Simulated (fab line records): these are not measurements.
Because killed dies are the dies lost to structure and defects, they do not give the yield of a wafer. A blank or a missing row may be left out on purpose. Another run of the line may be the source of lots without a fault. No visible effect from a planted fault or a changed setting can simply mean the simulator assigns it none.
Chamber matching / flow ritCmos / rieSi-01 running RIT_GATE_ETCH_19: 4 sister chambers
The step etches poly-Si in SF6/CHF3/O2, stops on SiO2, time 165 s, target depth 312.5 nm. 8 wafers are shown with their chamber, then 7 later ones without.

== WAFERS WITH THEIR CHAMBER ==
wafer=L710.1; chamber=0; throttleValvePct (%)=10.01; drypumpMotorCurrentA (A)=5.9
wafer=L710.3; chamber=1; throttleValvePct (%)=10.16; drypumpMotorCurrentA (A)=5.5
wafer=L710.6; chamber=2; throttleValvePct (%)=10.12; drypumpMotorCurrentA (A)=6.0
wafer=L712.3; chamber=0; throttleValvePct (%)=10.01; drypumpMotorCurrentA (A)=6.0
wafer=L712.4; chamber=3; throttleValvePct (%)=10.39; drypumpMotorCurrentA (A)=6.1
wafer=L712.6; chamber=2; throttleValvePct (%)=10.15; drypumpMotorCurrentA (A)=6.1
wafer=L718.1; chamber=1; throttleValvePct (%)=10.16; drypumpMotorCurrentA (A)=5.5
wafer=L718.2; chamber=3; throttleValvePct (%)=10.39; drypumpMotorCurrentA (A)=6.1

== WAFERS MISSING THEIR CHAMBER ==
wafer=L718.3; throttleValvePct (%)=10.03; drypumpMotorCurrentA (A)=6.0
wafer=L722.1; throttleValvePct (%)=10.01; drypumpMotorCurrentA (A)=6.0
wafer=L722.4; throttleValvePct (%)=10.17; drypumpMotorCurrentA (A)=5.5
wafer=L722.6; throttleValvePct (%)=9.99; drypumpMotorCurrentA (A)=6.0
wafer=L726.1; throttleValvePct (%)=10.38; drypumpMotorCurrentA (A)=6.1
wafer=L726.4; throttleValvePct (%)=10.01; drypumpMotorCurrentA (A)=6.0
wafer=L726.5; throttleValvePct (%)=10.17; drypumpMotorCurrentA (A)=5.5

== WHICH CHAMBER EACH ONE RAN IN ==
wafer=L718.3; from the rows above=0; in truth=0
wafer=L722.1; from the rows above=0; in truth=0
wafer=L722.4; from the rows above=1; in truth=1
wafer=L722.6; from the rows above=0; in truth=0
wafer=L726.1; from the rows above=3; in truth=3
wafer=L726.4; from the rows above=0; in truth=0
wafer=L726.5; from the rows above=1; in truth=1
Correctly placed: 7 of 7. Left unplaced by these rows: 0. Number placed wrongly: 0.
How it was worked out, from the rows above alone: a wafer's distance from a chamber is the root of the sum, over the readings, of the square of ((its reading less the chamber's mean) divided by the reading's scatter). The wafer belongs to the nearest chamber; if the next one is less than 2 further off, it can't be placed. For every chamber, the mean is computed from those of its wafers that are shown. The scatter: take each reading less its chamber's mean, square it, sum over the shown wafers, divide by the number of wafers less the number of chambers, and take the root.
